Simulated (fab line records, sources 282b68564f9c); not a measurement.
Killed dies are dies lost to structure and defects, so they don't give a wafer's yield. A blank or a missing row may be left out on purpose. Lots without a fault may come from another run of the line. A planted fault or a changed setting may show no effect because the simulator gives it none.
fab line records | flow rit_cmos
record lots=15 wafers=45 last_day=7
route steps=202 shown FOX2@23 NWELL@37 PWELL@45 NRETRO@59 M1@202
lots that met no fault: from a run of the same line without faults
start_h: hours from the record's first day to the start of the lot's first wafer shown | wait_h: hours since the lot's step before | " the same as in the row above | L1.1+2: a row that stands for several wafers | - no value, or no start given | * or withheld: withheld | < > ~ a bound
route shown NAME@n: a module of which the file shows steps, and the number in the route of the first | usual: mean/standard deviation of fault-free wafers | same: alike in all rows | chamber/n: place in a boat | sites: the reading at each site | _std_site: their standard deviation | _edge_site: outer sites' mean less inner sites' | radius_mm: how far each site lies from the wafer's centre | mask NAME#n: copy n | behind: the tool/chamber that last shaped the wafer | hold: why the lot was held/for how many hours/how that ended | device: the transistor (n, p or np) that didn't switch | end of line: the same wafers' tests at the end of the route | a step without rows: its recipe alone | killed: dies lost to structure and defects at the first sort, not the wafer's yield | map: a wafer's dies, x killed, . not, _ none there
set.NAME: the setting as run; set.NAME@STEP: as run at that earlier step | model.NAME: the simulator's own value behind a step, which no gauge read
steps of the route over a sample of lots; a table a step, a row a wafer
services: from which hour (start_h, from the record's first day; less than 0 if before it) a tool's chamber was out of use, for how many hours, and why
## steps
# step RIT_FOX2_OXIDATION_00
# recipe temp_c=1100 ambient=H2O target_thk_a=3507 p_h2o_torr=720 ox_time_s=1130
# usual spike_tc_centre_C=1101.6/1.6 spike_tc_load_C=1125.7/2.6 spike_tc_source_C=1124.7/2.1
# columns lot.wafer tool chamber start_h wait_h spike_tc_centre_C spike_tc_load_C spike_tc_source_C
L705.1 furnace-03 0 18.39 0.2 1103.1 1129.5 1124.4
L705.4 " 0 " " 1101.7 1129.5 1125.8
L705.6 " 0 " " 1102.9 1128.0 1126.6
L706.2 furnace-04 0 23.08 0.0 1099.1 1123.6 1124.1
L706.4 " 0 " " 1101.2 1125.7 1122.8
L706.6 " 0 " " 1099.3 1122.4 1123.0
L707.1 furnace-04 0 29.71 0.0 1099.9 1123.8 1120.6
L707.5 " 0 " " 1099.9 1122.7 1123.1
L707.6 " 0 " " 1101.2 1124.1 1122.9
L708.2 furnace-01 0 32.83 0.3 1101.5 1125.2 1126.0
L708.3 " 0 " " 1100.9 1125.4 1126.1
L708.6 " 0 " " 1101.0 1123.7 1126.6
L709.1 furnace-04 0 40.34 1.3 1101.9 1125.5 1123.1
L709.2 " 0 " " 1100.3 1123.1 1123.3
L709.6 " 0 " " 1101.7 1122.6 1122.1
L711.1 furnace-01 0 49.10 0.0 1100.5 1124.6 1125.9
L711.3 " 0 " " 1100.4 1124.9 1126.6
L711.6 " 0 " " 1101.0 1125.1 1125.4
L712.1 furnace-03 0 53.43 0.0 1104.7 1128.3 1128.0
L712.4 " 0 " " 1105.6 1127.5 1126.4
L712.5 " 0 " " 1102.3 1131.0 1128.0
L713.3 furnace-03 0 61.41 0.1 1103.8 1127.5 1126.5
L713.4 " 0 " " 1102.7 1129.5 1127.7
L713.5 " 0 " " 1104.9 1128.8 1126.9
L714.1 furnace-04 0 65.09 0.0 1100.4 1123.2 1122.7
L714.2 " 0 " " 1099.5 1123.4 1121.1
L714.4 " 0 " " 1102.2 1123.4 1122.9
L717.1 furnace-04 0 79.37 0.0 1110.0 1133.4 1132.1
L717.4 " 0 " " 1108.2 1132.5 1131.9
L717.6 " 0 " " 1112.3 1134.9 1132.4
L718.1 furnace-04 0 83.69 0.5 1111.4 1134.0 1133.4
L718.4 " 0 " " 1111.3 1132.3 1133.5
L718.5 " 0 " " 1109.5 1133.7 1131.7
L719.2 furnace-04 0 88.21 0.0 1110.3 1133.9 1133.0
L719.5 " 0 " " 1109.0 1134.5 1133.2
L719.6 " 0 " " 1110.4 1134.9 1132.7
L722.3 furnace-03 0 110.68 1.2 1103.9 1129.9 1126.1
L722.4 " 0 " " 1104.5 1131.4 1127.3
L722.6 " 0 " " 1102.3 1130.1 1124.2
L726.4 furnace-03 0 124.74 0.6 1104.1 1130.0 1124.8
L726.5 " 0 " " 1101.5 1129.4 1127.5
L726.6 " 0 " " 1104.4 1128.1 1126.2
L727.1 furnace-03 0 133.57 2.2 1103.4 1128.9 1126.3
L727.3 " 0 " " 1104.2 1129.6 1125.9
L727.6 " 0 " " 1104.1 1128.0 1124.5
# step RIT_NWELL_STRIP_09
# recipe chemistry=O2 time_s=180 resist=NOVOLAK platen_temp_c=withheld power_w=500 pressure_mtorr=4000 o2_flow_sccm=4000
# usual drypump_motor_current_A=5.71/0.28 rf_refl_power_W=7.0/0.99
# columns lot.wafer tool chamber start_h wait_h drypump_motor_current_A rf_hours_counter_h rf_refl_power_W
L705.1 plasma_asher-01 0 22.05 0.1 5.62 20 7.0
L705.4 " 1 " " 5.67 - 6.4
L705.6 " 1 " " 5.67 - 6.4
L706.2 plasma_asher-01 1 26.84 0.1 5.62 20 6.4
L706.4 " 0 " " 5.62 - 7.2
L706.6 " 0 " " 5.61 - 7.1
L707.1 plasma_asher-01 0 33.35 0.1 5.63 21 7.1
L707.5 " 1 " " 5.70 - 6.5
L707.6 " 0 " " 5.63 - 7.2
L708.2 plasma_asher-03 1 36.57 0.1 5.68 39 7.7
L708.3 " 1 " " 5.67 - 7.7
L708.6 " 0 " " 6.07 - 5.0
L709.1 plasma_asher-02 0 44.13 0.1 6.06 41 8.0
L709.2 " 1 " " 5.24 41 7.9
L709.6 " 0 " " 6.07 - 8.0
L711.1 plasma_asher-02 1 52.79 0.1 5.26 42 7.6
L711.3 " 1 " " 5.30 - 7.6
L711.6 " 1 " " 5.27 - 7.8
L712.1 plasma_asher-03 1 56.99 0.1 5.68 41 7.4
L712.4 " 1 " " 5.67 - 7.6
L712.5 " 1 " " 5.68 - 7.8
L713.3 plasma_asher-02 0 65.03 0.1 6.07 - 7.7
L713.4 " 1 " " 5.22 - 7.7
L713.5 " 1 " " 5.25 - 7.9
L714.1 plasma_asher-02 1 68.66 0.1 5.27 44 7.9
L714.2 " 0 " " 6.05 44 7.9
L714.4 " 0 " " 6.05 - 8.0
L717.1 plasma_asher-02 1 83.11 0.1 5.24 45 7.7
L717.4 " 1 " " 5.27 - 7.6
L717.6 " 1 " " 5.22 - 7.8
L718.1 plasma_asher-03 0 87.40 0.1 6.04 44 5.0
L718.4 " 1 " " 5.65 - 7.6
L718.5 " 1 " " 5.66 - 7.6
L719.2 plasma_asher-01 1 91.98 0.1 5.62 27 6.5
L719.5 " 1 " " 5.63 - 6.4
L719.6 " 0 " " 5.64 - 7.0
L722.3 plasma_asher-03 0 114.61 0.2 6.03 - 5.0
L722.4 " 1 " " 5.67 - 7.5
L722.6 " 1 " " 5.64 - 7.9
L726.4 plasma_asher-02 1 128.37 0.1 5.25 - 7.7
L726.5 " 0 " " 6.05 - 8.3
L726.6 " 1 " " 5.24 - 7.5
L727.1 plasma_asher-02 0 137.27 0.1 6.06 2 8.0
L727.3 " 0 " " 6.08 - 8.0
L727.6 " 1 " " 5.25 - 7.8
# step RIT_PWELL_OVL_MEAS_06
# usual PWELL_OVL=-0.1/1.6
# columns lot.wafer tool chamber start_h wait_h PWELL_OVL[nm]
L705.1 overlay-01 - 23.16 - -2.2
L705.4 " - " " -2.6
L705.6 " - " " -2.0
L706.2 overlay-01 - 28.24 - -0.9
L706.4 " - " " -0.5
L706.6 " - " " -2.2
L707.1 overlay-02 - 34.59 - 0.2
L707.5 " - " " -0.9
L707.6 " - " " 0.8
L708.2 overlay-02 - 37.69 - 0.5
L708.3 " - " " 1.7
L708.6 " - " " 2.0
L709.1 overlay-01 - 45.25 - -1.1
L709.2 " - " " 0.3
L709.6 " - " " 0.2
L711.1 overlay-02 - 54.08 - -1.1
L711.3 " - " " -2.1
L711.6 " - " " -1.3
L712.1 overlay-01 - 58.23 - -0.7
L712.4 " - " " 1.1
L712.5 " - " " -1.1
L713.3 overlay-02 - 66.34 - 0.7
L713.4 " - " " -0.1
L713.5 " - " " 0.4
L714.1 overlay-02 - 69.83 - -0.7
L714.2 " - " " 0.7
L714.4 " - " " -1.1
L717.1 overlay-01 - 84.23 - -1.3
L717.4 " - " " -1.8
L717.6 " - " " -1.6
L718.1 overlay-02 - 88.51 - 0.5
L718.4 " - " " 0.6
L718.5 " - " " 1.1
L719.2 overlay-02 - 93.10 - 2.4
L719.5 " - " " 1.0
L719.6 " - " " 1.7
L722.3 overlay-01 - 115.81 - -1.8
L722.4 " - " " -1.1
L722.6 " - " " -0.2
L726.4 overlay-02 - 129.57 - 2.4
L726.5 " - " " 2.1
L726.6 " - " " 2.9
L727.1 overlay-02 - 138.38 - 1.2
L727.3 " - " " 0.7
L727.6 " - " " 2.2
# step RIT_NRETRO_OVL_MEAS_06
# usual NRETRO_OVL=-1.0/1.4
# columns lot.wafer tool chamber start_h wait_h NRETRO_OVL[nm]
L705.1 overlay-01 - 30.72 - -3.4
L705.4 " - " " -3.5
L705.6 " - " " -2.5
L706.2 overlay-01 - 35.11 - 0.1
L706.4 " - " " -2.1
L706.6 " - " " -2.8
L707.1 overlay-02 - 41.46 - -3.0
L707.5 " - " " -1.3
L707.6 " - " " -1.6
L708.2 overlay-02 - 45.24 - 1.8
L708.3 " - " " 0.2
L708.6 " - " " 0.9
L709.1 overlay-01 - 52.25 - -0.6
L709.2 " - " " -0.8
L709.6 " - " " 0.0
L711.1 overlay-01 - 61.08 - -0.1
L711.3 " - " " -1.6
L711.6 " - " " -1.9
L712.1 overlay-01 - 66.21 - -2.3
L712.4 " - " " -2.6
L712.5 " - " " -1.9
L713.3 overlay-02 - 73.29 - -1.7
L713.4 " - " " -3.1
L713.5 " - " " -2.1
L714.1 overlay-02 - 77.75 - -1.7
L714.2 " - " " -0.4
L714.4 " - " " -1.7
L717.1 overlay-02 - 91.23 - -1.8
L717.4 " - " " -3.2
L717.6 " - " " -1.5
L718.1 overlay-02 - 97.13 - 2.8
L718.4 " - " " 0.1
L718.5 " - " " 0.9
L719.2 overlay-01 - 104.43 - -0.4
L719.5 " - " " -1.9
L719.6 " - " " 0.3
L722.3 overlay-01 - 124.49 - -1.7
L722.4 " - " " -1.4
L722.6 " - " " -1.9
L726.4 overlay-02 - 139.46 - 2.1
L726.5 " - " " 2.0
L726.6 " - " " 1.2
L727.1 overlay-01 - 145.38 - -0.7
L727.3 " - " " -0.3
L727.6 " - " " -0.1
# step RIT_M1_PROBE_99
# usual killed_at_M0_to_M3=0.0/0.083 killed_at_contacts=0.1/0.23 killed_at_front_end=7/3.1 killed_dies=7/3.1 killed_open=3.3/2 killed_short=3.6/1.9
# same gross_dies=264 killed_at_M4_up=0 killed_at_back_side=0 killed_at_other=0
# columns lot.wafer tool chamber start_h wait_h killed_at_M0_to_M3 killed_at_contacts killed_at_front_end killed_dies killed_open killed_short
L705.1 prober-02 - 59.03 0.1 0 0 3 3 2 1
L705.4 prober-02 - 59.18 0.2 0 0 14 14 5 9
L705.6 prober-02 - 59.28 0.2 0 1 4 5 3 2
L706.2 prober-01 - 64.63 0.1 0 0 7 7 4 3
L706.4 prober-01 - 64.73 0.2 0 0 7 7 3 4
L706.6 prober-01 - 64.83 0.2 0 1 6 7 5 2
L707.1 prober-02 - 68.56 0.1 0 0 9 9 4 5
L707.5 prober-02 - 68.76 0.2 1 0 7 8 0 8
L707.6 prober-02 - 68.81 0.2 0 0 8 8 4 4
L708.2 prober-01 - 74.46 0.1 0 0 6 6 2 4
L708.3 prober-01 - 74.51 0.2 0 0 10 10 4 6
L708.6 prober-01 - 74.66 0.2 0 0 9 9 6 3
L709.1 prober-02 - 84.52 0.1 0 0 9 9 5 4
L709.2 prober-02 - 84.57 0.1 0 0 5 5 2 3
L709.6 prober-02 - 84.77 0.2 0 0 8 8 3 5
L711.1 prober-02 - 88.06 0.1 0 0 5 5 3 2
L711.3 prober-02 - 88.16 0.2 0 0 6 6 3 3
L711.6 prober-02 - 88.31 0.2 0 0 9 9 4 5
L712.1 prober-01 - 94.63 0.1 0 0 8 8 4 4
L712.4 prober-01 - 94.78 0.2 0 0 7 7 3 4
L712.5 prober-01 - 94.83 0.2 0 0 16 16 5 11
L713.3 prober-02 - 102.36 0.2 0 0 2 2 0 2
L713.4 prober-02 - 102.41 0.2 0 0 7 7 3 4
L713.5 prober-02 - 102.46 0.2 0 0 10 10 5 5
L714.1 prober-01 - 107.99 0.1 0 0 2 2 1 1
L714.2 prober-01 - 108.04 0.1 0 0 7 7 2 5
L714.4 prober-01 - 108.14 0.2 0 0 5 5 2 3
L717.1 prober-02 - 127.64 0.1 0 0 6 6 2 4
L717.4 prober-02 - 127.79 0.2 0 0 12 12 7 5
L717.6 prober-02 - 127.89 0.2 0 0 15 15 6 9
L718.1 prober-01 - 129.38 0.1 0 0 6 6 2 4
L718.4 prober-01 - 129.53 0.2 0 0 6 6 4 2
L718.5 prober-01 - 129.58 0.2 0 0 3 3 1 2
L719.2 prober-02 - 133.67 0.1 0 0 11 11 5 6
L719.5 prober-02 - 133.82 0.2 0 0 5 5 2 3
L719.6 prober-02 - 133.87 0.2 0 0 10 10 5 5
L722.3 prober-02 - 157.34 0.2 0 1 4 5 3 2
L722.4 prober-02 - 157.39 0.2 0 0 7 7 3 4
L722.6 prober-02 - 157.49 0.2 0 0 10 10 6 4
L726.4 prober-01 - 173.12 0.2 0 0 7 7 4 3
L726.5 prober-01 - 173.17 0.2 0 0 5 5 3 2
L726.6 prober-01 - 173.22 0.2 0 0 6 6 2 4
L727.1 prober-01 - 178.67 0.1 0 1 7 8 6 2
L727.3 prober-01 - 178.77 0.2 0 0 7 7 1 6
L727.6 prober-01 - 178.92 0.2 0 0 4 4 2 2
# killed by level:class
L705.1 GATE:geometric_particle:open=2 SILICIDE:geometric_particle:short=1
L705.4 GATE:geometric_particle:short=4 FOX1:geometric_particle:short=2 REOX:geometric_particle:short=2 SILICIDE:geometric_particle:open=2 FOX1:geometric_particle:open=1 FOX2:geometric_particle:open=1 GATE:geometric_particle:open=1 SILICIDE:geometric_particle:short=1
L705.6 GATE:geometric_particle:open=1 GATE:geometric_particle:short=1 SILICIDE:geometric_particle:open=1 SILICIDE:geometric_particle:short=1 CONTACT:geometric_particle:open=1
L706.2 GATE:geometric_particle:short=3 GATE:geometric_particle:open=3 SPACER:geometric_particle:open=1
L706.4 GATE:geometric_particle:short=2 SILICIDE:geometric_particle:short=2 FOX1:geometric_particle:open=1 REOX:geometric_particle:open=1 SILICIDE:geometric_particle:open=1
L706.6 GATE:geometric_particle:open=2 FOX2:geometric_particle:open=1 GATE:geometric_particle:short=1 SPACER:geometric_particle:open=1 SILICIDE:geometric_particle:open=1 CONTACT:geometric_particle:short=1
L707.1 GATE:geometric_particle:short=4 GATE:geometric_particle:open=2 FOX2:geometric_particle:open=1 REOX:geometric_particle:short=1 SPACER:geometric_particle:open=1
L707.5 GATE:geometric_particle:short=3 FOX1:geometric_particle:short=1 REOX:geometric_particle:short=1 SPACER:geometric_particle:short=1 SILICIDE:geometric_particle:short=1 M1:geometric_particle:short=1
L707.6 FOX1:geometric_particle:short=2 FOX1:geometric_particle:open=1 GATE:geometric_particle:short=1 REOX:geometric_particle:open=1 SPACER:geometric_particle:open=1 SILICIDE:geometric_particle:short=1 SILICIDE:geometric_particle:open=1
L708.2 ACTIVE:geometric_particle:short=1 FOX1:geometric_particle:short=1 GATE:geometric_particle:short=1 GATE:geometric_particle:open=1 SILICIDE:geometric_particle:short=1 SILICIDE:geometric_particle:open=1
L708.3 GATE:geometric_particle:short=4 GATE:geometric_particle:open=3 FOX1:geometric_particle:open=1 FOX2:geometric_particle:short=1 REOX:geometric_particle:short=1
L708.6 GATE:geometric_particle:open=4 GATE:geometric_particle:short=2 FOX1:geometric_particle:open=1 FOX2:geometric_particle:short=1 SILICIDE:geometric_particle:open=1
L709.1 GATE:geometric_particle:open=3 FOX1:geometric_particle:open=2 FOX1:geometric_particle:short=1 GATE:geometric_particle:short=1 REOX:geometric_particle:short=1 SPACER:geometric_particle:short=1
L709.2 FOX1:geometric_particle:short=1 FOX2:geometric_particle:open=1 GATE:geometric_particle:short=1 REOX:geometric_particle:short=1 SILICIDE:geometric_particle:open=1
L709.6 GATE:geometric_particle:short=3 FOX1:geometric_particle:open=1 FOX2:geometric_particle:open=1 FOX2:geometric_particle:short=1 SPACER:geometric_particle:open=1 SPACER:geometric_particle:short=1
L711.1 ACTIVE:geometric_particle:short=1 GATE:geometric_particle:open=1 REOX:geometric_particle:open=1 SPACER:geometric_particle:short=1 SPACER:geometric_particle:open=1
L711.3 GATE:geometric_particle:short=3 SPACER:geometric_particle:open=2 SILICIDE:geometric_particle:open=1
L711.6 GATE:geometric_particle:open=3 FOX1:geometric_particle:short=1 GATE:geometric_particle:short=1 REOX:geometric_particle:short=1 SPACER:geometric_particle:short=1 SPACER:geometric_particle:open=1 SILICIDE:geometric_particle:short=1
L712.1 FOX2:geometric_particle:open=2 FOX1:geometric_particle:short=1 GATE:geometric_particle:short=1 GATE:geometric_particle:open=1 REOX:geometric_particle:short=1 SPACER:geometric_particle:short=1 SPACER:geometric_particle:open=1
L712.4 GATE:geometric_particle:short=2 FOX2:geometric_particle:short=1 GATE:geometric_particle:open=1 REOX:geometric_particle:short=1 REOX:geometric_particle:open=1 SPACER:geometric_particle:open=1
L712.5 GATE:geometric_particle:short=6 GATE:geometric_particle:open=3 REOX:geometric_particle:short=3 REOX:geometric_particle:open=1 SPACER:geometric_particle:open=1 SPACER:geometric_particle:short=1 SILICIDE:geometric_particle:short=1
L713.3 SPACER:geometric_particle:short=2
L713.4 FOX1:geometric_particle:short=3 FOX1:geometric_particle:open=1 REOX:geometric_particle:open=1 REOX:geometric_particle:short=1 SPACER:geometric_particle:open=1
L713.5 GATE:geometric_particle:open=2 SILICIDE:geometric_particle:open=2 SILICIDE:geometric_particle:short=2 FOX1:geometric_particle:short=1 FOX2:geometric_particle:open=1 GATE:geometric_particle:short=1 REOX:geometric_particle:short=1
L714.1 SPACER:geometric_particle:open=1 SPACER:geometric_particle:short=1
L714.2 GATE:geometric_particle:short=2 REOX:geometric_particle:open=2 FOX1:geometric_particle:short=1 FOX2:geometric_particle:short=1 SPACER:geometric_particle:short=1
L714.4 FOX1:geometric_particle:open=1 GATE:geometric_particle:short=1 GATE:geometric_particle:open=1 REOX:geometric_particle:short=1 SILICIDE:geometric_particle:short=1
L717.1 GATE:geometric_particle:short=4 GATE:geometric_particle:open=1 REOX:geometric_particle:open=1
L717.4 GATE:geometric_particle:open=5 GATE:geometric_particle:short=3 SILICIDE:geometric_particle:open=2 FOX2:geometric_particle:short=1 SILICIDE:geometric_particle:short=1
L717.6 GATE:geometric_particle:short=4 GATE:geometric_particle:open=2 REOX:geometric_particle:short=2 FOX1:geometric_particle:short=1 FOX2:geometric_particle:short=1 FOX2:geometric_particle:open=1 REOX:geometric_particle:open=1 SPACER:geometric_particle:open=1
L718.1 REOX:geometric_particle:short=2 FOX1:geometric_particle:short=1 FOX2:geometric_particle:short=1 FOX2:geometric_particle:open=1 REOX:geometric_particle:open=1
L718.4 GATE:geometric_particle:open=4 GATE:geometric_particle:short=2
L718.5 FOX2:geometric_particle:short=2 GATE:geometric_particle:open=1
L719.2 GATE:geometric_particle:open=4 GATE:geometric_particle:short=3 SPACER:geometric_particle:short=3 SPACER:geometric_particle:open=1
L719.5 REOX:geometric_particle:short=3 GATE:geometric_particle:open=2
L719.6 SPACER:geometric_particle:short=3 GATE:geometric_particle:short=2 GATE:geometric_particle:open=2 ACTIVE:geometric_particle:open=1 REOX:geometric_particle:open=1 SILICIDE:geometric_particle:open=1
L722.3 GATE:geometric_particle:short=2 GATE:geometric_particle:open=1 SPACER:geometric_particle:open=1 CONTACT:geometric_particle:open=1
L722.4 FOX1:geometric_particle:open=2 GATE:geometric_particle:short=2 SPACER:geometric_particle:open=1 SPACER:geometric_particle:short=1 SILICIDE:geometric_particle:short=1
L722.6 FOX1:geometric_particle:open=2 REOX:geometric_particle:open=2 REOX:geometric_particle:short=2 SPACER:geometric_particle:open=2 FOX1:geometric_particle:short=1 SILICIDE:geometric_particle:short=1
L726.4 GATE:geometric_particle:short=2 FOX1:geometric_particle:open=1 FOX2:geometric_particle:short=1 GATE:geometric_particle:open=1 REOX:geometric_particle:open=1 SPACER:geometric_particle:open=1
L726.5 FOX2:geometric_particle:open=1 GATE:geometric_particle:short=1 REOX:geometric_particle:short=1 REOX:geometric_particle:open=1 SPACER:geometric_particle:open=1
L726.6 FOX1:geometric_particle:open=1 FOX2:geometric_particle:short=1 GATE:geometric_particle:short=1 REOX:geometric_particle:short=1 SPACER:geometric_particle:short=1 SPACER:geometric_particle:open=1
L727.1 GATE:geometric_particle:short=2 GATE:geometric_particle:open=2 FOX1:geometric_particle:open=1 REOX:geometric_particle:open=1 SPACER:geometric_particle:open=1 CONTACT:geometric_particle:open=1
L727.3 FOX1:geometric_particle:short=2 GATE:geometric_particle:short=2 REOX:geometric_particle:short=2 FOX1:geometric_particle:open=1
L727.6 FOX1:geometric_particle:open=1 FOX1:geometric_particle:short=1 GATE:geometric_particle:short=1 SPACER:geometric_particle:open=1
## services
# columns tool chamber start_h hours kind
plasma_asher-03 - -5.15 1.1 repair
furnace-04 - -1.18 3.2 pm
plasma_asher-01 - 5.06 2.8 pm
plasma_asher-03 - 18.98 5.8 repair
plasma_asher-01 - 50.84 2.4 repair
furnace-01 - 55.74 4.0 pm
furnace-04 - 89.52 10.4 pm
plasma_asher-03 - 92.75 3.4 repair
plasma_asher-01 - 102.78 0.8 repair
plasma_asher-02 - 108.75 9.0 pm
plasma_asher-02 0 108.75 9.0 vent_cycle
plasma_asher-02 1 108.75 9.0 vent_cycle
plasma_asher-02 0 117.75 - clean
plasma_asher-02 1 117.75 - clean
## key
first_sign step=RIT_FOX2_OXIDATION_00 reading=spike_tc_centre_C direction=up sigmas=5.6 usual=1101.6 struck=1110.3
effect step=RIT_FOX2_OXIDATION_00 reading=spike_tc_source_C direction=up sigmas=3.8 usual=1124.7 struck=1132.7
met_at RIT_FOX2_OXIDATION_00
struck_lots L717,L718,L719
tester_left_out L717,L718,L719
not_acting_at RIT_NWELL_STRIP_09,RIT_PWELL_OVL_MEAS_06,RIT_NRETRO_OVL_MEAS_06
onset_between 65.09 79.37
fault kind=process_parameter_drift tool=furnace-04 chamber=- onset_h=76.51 steps=RIT_FOX2_OXIDATION_00 channel=temp_c offset=* shape=step end_h=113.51 acts_in=* stated=*
# tester_left_out: of these lots the tester's yield and bins aren't shown, on N5 and GAA mostly nor the transistor test; their killed dies are dies lost to structure and defects alone, not to doping, threshold or leakage, so they don't give the yield
